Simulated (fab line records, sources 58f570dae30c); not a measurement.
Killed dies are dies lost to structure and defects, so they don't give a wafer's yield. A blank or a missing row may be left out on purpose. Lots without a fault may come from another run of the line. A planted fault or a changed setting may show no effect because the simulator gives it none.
Which tool did it? | flow berkeley_cmos170 | 14 lots, 42 wafers sampled, at 4 steps of a route of 331

WHAT THE GAUGES READ, wafer by wafer
UCB170_ACTIVE_THK_MEAS_06. Usual: ACTIVE_NITRIDE_THK 220.7 nm, standard deviation 1.9.
lot  | measured    | on            | ACTIVE_NITRIDE_THK (nm) | flag
L643 | day 5 16:41 | film_metro-03 | 218.8 220.5 221.4       |
L647 | day 5 19:16 | film_metro-01 | 224.0 223.9 222.3       |
L642 | day 5 19:19 | film_metro-01 | 218.8 219.2 217.7       |
L649 | day 6 05:28 | film_metro-03 | 222.2 222.1 221.6       |
L652 | day 6 13:49 | film_metro-01 | 221.4 221.8 223.0       |
L650 | day 6 13:52 | film_metro-03 | 218.9 220.0 218.2       |
L655 | day 6 21:37 | film_metro-04 | 224.1 224.0 223.6       |
L660 | day 8 05:34 | film_metro-01 | 221.1 221.6 220.3       |
L658 | day 8 05:37 | film_metro-04 | 222.0 222.0 221.5       |
L657 | day 8 05:38 | film_metro-03 | 222.4 220.2 220.9       |
L661 | day 8 08:29 | film_metro-03 | 219.8 220.4 222.0       |
L665 | day 9 04:53 | film_metro-04 | 218.8 219.9 218.9       |
L664 | day 9 04:54 | film_metro-03 | 219.0 219.6 220.4       |
L663 | day 9 04:56 | film_metro-04 | 221.4 221.4 223.4       |

UCB170_GATE_CD_MEAS_90: target cd 350 nm. Usual: cd_nm 350.0 nm, standard deviation 1.1.
lot  | measured     | on        | cd_nm (nm)        | flag
L643 | day 7 23:19  | cd_sem-02 | 350.3 349.9 349.5 |
L647 | day 8 03:14  | cd_sem-02 | 351.1 349.1 348.2 |
L642 | day 8 02:58  | cd_sem-02 | 349.5 350.9 350.0 |
L649 | day 8 13:37  | cd_sem-01 | - - -             | OFF
L652 | day 8 21:58  | cd_sem-01 | 350.1 350.0 350.0 |
L650 | day 8 22:24  | cd_sem-02 | - - -             | OFF
L655 | day 9 08:45  | cd_sem-02 | 349.9 350.7 350.0 |
L660 | day 10 21:35 | cd_sem-01 | 351.8 349.0 350.3 |
L658 | day 10 21:11 | cd_sem-02 | 351.4 350.2 350.7 |
L657 | day 10 21:01 | cd_sem-01 | 349.9 349.1 348.8 |
L661 | day 10 22:07 | cd_sem-02 | 350.3 350.8 350.6 |
L665 | day 11 22:26 | cd_sem-01 | 348.3 349.3 348.5 |
L664 | day 11 22:58 | cd_sem-01 | 351.5 351.3 351.4 |
L663 | day 11 23:08 | cd_sem-02 | 349.3 349.0 349.4 |

UCB170_M2_CD_MEAS_15: target cd 700 nm. Usual: cd_nm 700.3 nm, standard deviation 1.4.
lot  | measured     | on        | cd_nm (nm)        | flag
L643 | day 9 16:05  | cd_sem-01 | 700.0 700.1 699.4 |
L647 | day 9 17:22  | cd_sem-01 | 701.6 701.6 701.7 |
L642 | day 9 16:48  | cd_sem-01 | 698.3 698.0 697.8 |
L652 | day 10 08:16 | cd_sem-02 | 699.6 701.2 700.7 |
L655 | day 10 22:41 | cd_sem-01 | 700.7 699.0 698.6 |
L660 | day 12 06:43 | cd_sem-02 | 700.8 699.4 699.8 |
L658 | day 12 06:55 | cd_sem-01 | 700.1 700.5 699.1 |
L657 | day 12 05:36 | cd_sem-01 | 699.8 697.9 700.5 |
L661 | day 12 06:35 | cd_sem-01 | 699.8 699.2 701.2 |
L665 | day 13 07:11 | cd_sem-01 | 698.1 698.8 699.4 |
L664 | day 13 06:11 | cd_sem-01 | 701.9 702.0 701.7 |
L663 | day 13 07:50 | cd_sem-02 | 701.0 701.6 700.4 |

WHICH TOOL RAN EACH LOT (tool, then ch and the chambers of the sampled wafers, then the start)
lot  | UCB170_GATE_CVD_04
L643 | lpcvd-02 ch 1, day 7 19:49
L647 | lpcvd-02 ch 1, day 7 23:43
L642 | lpcvd-02 ch 1, day 7 23:43
L649 | lpcvd-02 ch 0, day 8 09:25
L652 | lpcvd-02 ch 1, day 8 19:08
L650 | lpcvd-02 ch 1, day 8 19:08
L655 | lpcvd-01 ch 1, day 9 05:51
L660 | lpcvd-02 ch 1, day 10 17:47
L658 | lpcvd-02 ch 1, day 10 17:47
L657 | lpcvd-02 ch 0, day 10 17:47
L661 | lpcvd-02 ch 1, day 10 17:47
L665 | lpcvd-02 ch 1, day 11 19:32
L664 | lpcvd-02 ch 1, day 11 19:32
L663 | lpcvd-02 ch 1, day 11 19:32
- UCB170_GATE_CVD_04: deposits poly-Si from SiH4, time 1440 s, target thk 214 nm.

WHAT THE TOOLS THEMSELVES READ (means of the sampled wafers that have a number; where no wafer has one, the mark that the record gives instead)
UCB170_GATE_CVD_04. Usual: pressure_mtorr 375.0 mTorr, standard deviation 0.7; sih4_flow_sccm 120.0 sccm, standard deviation 0.34.
lot  | tool     | pressure_mtorr (mTorr) | sih4_flow_sccm (sccm) | flag
L643 | lpcvd-02 | 374.9                  | 119.6                 |
L647 | lpcvd-02 | 375.0                  | 120.2                 |
L642 | lpcvd-02 | 375.8                  | 120.4                 |
L649 | lpcvd-02 | -                      | -                     | OFF
L652 | lpcvd-02 | 375.6                  | 119.8                 |
L650 | lpcvd-02 | -                      | -                     | OFF
L655 | lpcvd-01 | 374.9                  | 120.0                 |
L660 | lpcvd-02 | 375.0                  | 120.4                 |
L658 | lpcvd-02 | 375.5                  | 119.8                 |
L657 | lpcvd-02 | 374.8                  | 119.9                 |
L661 | lpcvd-02 | 375.3                  | 120.1                 |
L665 | lpcvd-02 | 375.2                  | 120.0                 |
L664 | lpcvd-02 | 375.2                  | 119.8                 |
L663 | lpcvd-02 | 374.6                  | 120.3                 |

THE ANSWER, worked out from the rows above alone
Rule: a lot is off if the mean of its wafers that have a number lies more than 3 standard deviations from the usual mean. A lot without any number at a reading at which 4 lots or more have one is off too. The other lots that the step has rows for count as sound. The gauges are gone through in route order, then the tools' own readings, and for those a lot's mean is taken as printed above. The first step at which some lot is off is used, and at that step the reading that is off furthest; a lot without a number counts as furthest.
Off: L649, L650, at UCB170_GATE_CD_MEAS_90 (cd_nm). Without a number there: L649, L650.
A tool fits if, at a process step before that reading, it ran every lot that is off, and no sound lot after the first of them. The gauges at UCB170_GATE_CD_MEAS_90 aren't tried: what is off there is off at UCB170_GATE_CVD_04 too, on other tools, and a gauge's error can't cause that. None of those tried fits.

WHAT THE SIMULATOR HAD PUT IN
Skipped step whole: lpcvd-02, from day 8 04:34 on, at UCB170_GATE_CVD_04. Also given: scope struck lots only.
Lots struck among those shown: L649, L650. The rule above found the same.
